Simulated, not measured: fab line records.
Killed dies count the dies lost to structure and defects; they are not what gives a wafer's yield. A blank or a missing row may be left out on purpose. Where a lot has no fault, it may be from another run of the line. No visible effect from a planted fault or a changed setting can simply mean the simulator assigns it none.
Chamber matching / flow berkeley-cmos170 / UCB170_V1_CMP_02 on cmp-02: 4 sister chambers
The step polishes SiO2. 4 wafers are shown with their chamber, then 8 later ones without.

== WAFERS WITH THEIR CHAMBER ==
wafer=L591.3; chamber=1; motor-current-A (A)=15.0
wafer=L595.1; chamber=0; motor-current-A (A)=16.0
wafer=L595.5; chamber=2; motor-current-A (A)=17.0
wafer=L597.2; chamber=3; motor-current-A (A)=14.2

== WAFERS MISSING THEIR CHAMBER ==
wafer=L597.3; motor-current-A (A)=15.1
wafer=L597.6; motor-current-A (A)=16.0
wafer=L600.1; motor-current-A (A)=16.6
wafer=L600.3; motor-current-A (A)=17.1
wafer=L600.6; motor-current-A (A)=15.9
wafer=L601.1; motor-current-A (A)=15.1
wafer=L601.2; motor-current-A (A)=15.0
wafer=L601.5; motor-current-A (A)=14.2

== WHICH CHAMBER EACH ONE RAN IN ==
wafer=L597.3; from the rows above=1; in truth=1
wafer=L597.6; from the rows above=0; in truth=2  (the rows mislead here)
wafer=L600.1; from the rows above=can't be placed: 2 or 0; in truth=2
wafer=L600.3; from the rows above=2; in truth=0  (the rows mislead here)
wafer=L600.6; from the rows above=0; in truth=0
wafer=L601.1; from the rows above=1; in truth=1
wafer=L601.2; from the rows above=1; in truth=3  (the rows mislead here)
wafer=L601.5; from the rows above=3; in truth=3
Correctly placed: 4 of 8. Can't be placed from these rows: 1 (the true chamber is among the candidates in 1). 3 placed wrongly.
How it was worked out, from the rows above alone: a wafer's distance from a chamber is the root of the sum, over the readings, of the square of ((its reading less the chamber's mean) divided by the reading's scatter). If the next closest chamber is less than 2 further off than the closest, the wafer can't be placed; otherwise it belongs to the closest. For every chamber, the mean is computed from those of its wafers that are shown. The scatter: root of mean squared gap, hidden wafer to nearest shown wafer, with one shown wafer a chamber.
